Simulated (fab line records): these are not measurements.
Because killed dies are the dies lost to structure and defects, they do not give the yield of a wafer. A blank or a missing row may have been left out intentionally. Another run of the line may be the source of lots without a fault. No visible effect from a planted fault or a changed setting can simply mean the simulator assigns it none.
The tool behind it: which one? | flow rit-cmos | 45 wafers from 15 lots sampled at 3 of the route's 202 steps

== WHAT EACH GAUGE READ, for each wafer ==
RIT_NSD_OVL_MEAS_06. Usual: NSD_OVL gives -0.5 nm (standard deviation 1.9).
lot  | measured    | on         | NSD_OVL (nm)   | flag
L885 | day 3 05:54 | overlay-01 | 2.0 3.3 0.9    |
L886 | day 3 07:13 | overlay-02 | -3.0 -0.4 -1.1 |
L887 | day 3 13:51 | overlay-01 | -2.5 -2.8 -1.5 |
L889 | day 3 23:10 | overlay-02 | - - -          | OFF
L890 | day 4 04:51 | overlay-02 | - - -          | OFF
L891 | day 4 11:38 | overlay-02 | - - -          | OFF
L892 | day 4 17:06 | overlay-01 | 0.2 1.1 0.5    |
L897 | day 5 17:01 | overlay-01 | -0.9 0.1 -0.6  |
L899 | day 6 04:29 | overlay-02 | 3.8 2.4 2.0    |
L900 | day 6 10:17 | overlay-01 | 0.5 0.9 0.3    |
L901 | day 6 12:20 | overlay-01 | 0.6 0.4 1.4    |
L903 | day 6 22:25 | overlay-01 | -0.6 -0.5 0.3  |
L906 | day 7 13:13 | overlay-02 | -2.4 -0.8 -1.6 |
L907 | day 8 04:25 | overlay-01 | 1.5 1.4 1.6    |
L908 | day 8 09:28 | overlay-01 | -4.0 -2.8 -1.8 |

RIT_PSD_TW_MEAS_10. Usual: PSD_TW gives 3438 (standard deviation 25).
lot  | measured    | on            | PSD_TW                        | flag
L885 | day 3 07:50 | film-metro-04 | 3457 3489 3477                |
L886 | day 3 09:10 | film-metro-03 | 3417 3420 3406                |
L887 | day 3 15:48 | film-metro-04 | 3472 3468 3456                |
L889 | day 4 01:14 | film-metro-01 | 3618 3624 3616 3627 3631 3623 | OFF
L890 | day 4 06:53 | film-metro-03 | 3599 3600 3611 3622 3605 3631 | OFF
L891 | day 4 13:41 | film-metro-04 | 3627 3640 3620 3661 3645 3632 | OFF
L892 | day 4 19:10 | film-metro-03 | 3407 3413 3413                |
L897 | day 5 18:57 | film-metro-03 | 3420 3424 3404                |
L899 | day 6 06:35 | film-metro-01 | 3417 3427 3434                |
L900 | day 6 12:20 | film-metro-04 | 3450 3465 3471                |
L901 | day 6 14:16 | film-metro-03 | 3457 3421 3444                |
L903 | day 7 00:29 | film-metro-04 | 3484 3464 3454                |
L906 | day 7 15:09 | film-metro-04 | 3451 3468 3438                |
L907 | day 8 06:37 | film-metro-01 | 3437 3425 3424                |
L908 | day 8 11:25 | film-metro-01 | 3433 3406 3414                |

== EACH LOT AND THE TOOL THAT RAN IT (in order: tool; ch and the chambers of the sampled wafers; start) ==
lot  | RIT_NSD_COAT_01
L885 | litho-track-02 ch 0, day 3 05:05
L886 | litho-track-02 ch 0, day 3 06:32
L887 | litho-track-01 ch 0, day 3 13:05
L889 | litho-track-03, day 3 22:20
L890 | litho-track-03, day 4 04:05
L891 | litho-track-02, day 4 10:56
L892 | litho-track-03 ch 0, day 4 16:16
L897 | litho-track-02 ch 0, day 5 16:14
L899 | litho-track-03 ch 0, day 6 01:56
L900 | litho-track-03 ch 0, day 6 09:35
L901 | litho-track-01 ch 0, day 6 11:31
L903 | litho-track-03 ch 0, day 6 21:35
L906 | litho-track-02 ch 0, day 7 12:31
L907 | litho-track-01 ch 0, day 8 03:43
L908 | litho-track-03 ch 0, day 8 08:46
- RIT_NSD_COAT_01: resist thk 1000 nm.

== WHAT THE TOOLS THEMSELVES READ (means of the sampled wafers that have a number; where no wafer has one, the mark that the record gives instead) ==
RIT_NSD_COAT_01. Usual: chill-plate-temp-C 22.98 C, standard deviation 0.12; dispense-pressure-kPa 44.0 kPa, standard deviation 0.61.
lot  | tool           | chill-plate-temp-C (C) | dispense-pressure-kPa (kPa) | flag
L885 | litho-track-02 | 22.98                  | 44.3                        |
L886 | litho-track-02 | 22.81                  | 44.4                        |
L887 | litho-track-01 | 22.85                  | 44.9                        |
L889 | litho-track-03 | -                      | -                           | OFF
L890 | litho-track-03 | -                      | -                           | OFF
L891 | litho-track-02 | -                      | -                           | OFF
L892 | litho-track-03 | 22.75                  | 43.4                        |
L897 | litho-track-02 | 23.05                  | 44.4                        |
L899 | litho-track-03 | 23.12                  | 43.4                        |
L900 | litho-track-03 | 22.99                  | 43.4                        |
L901 | litho-track-01 | 23.07                  | 44.9                        |
L903 | litho-track-03 | 22.92                  | 43.4                        |
L906 | litho-track-02 | 23.02                  | 44.4                        |
L907 | litho-track-01 | 22.98                  | 44.9                        |
L908 | litho-track-03 | 22.98                  | 43.4                        |

== THE ANSWER, worked out from the rows above alone ==
Rule: a lot counts as off when the mean over its wafers that have a number is more than 3 standard deviations away from the usual mean. A lot without any number at a reading at which 4 lots or more have one is off too. The other lots that the step has rows for count as sound. The gauges are gone through in route order, then the tools' own readings, and for those a lot's mean is taken as printed above. At the first step where some lot is off, the reading lying furthest off is the one used; lots without a number count as furthest.
Off: at RIT_NSD_OVL_MEAS_06 (NSD_OVL), L889, L890, L891. Without a number there: L889, L890, L891.
A tool fits if, at a process step before that reading, it ran every lot that is off, and no sound lot after the first of them. Not tried: the gauges at RIT_NSD_OVL_MEAS_06; whatever is off there is also off at RIT_PSD_TW_MEAS_10, on other tools, and gauge error can't account for it. Of those tried, none fits.

== WHAT THE SIMULATOR HAD INSERTED ==
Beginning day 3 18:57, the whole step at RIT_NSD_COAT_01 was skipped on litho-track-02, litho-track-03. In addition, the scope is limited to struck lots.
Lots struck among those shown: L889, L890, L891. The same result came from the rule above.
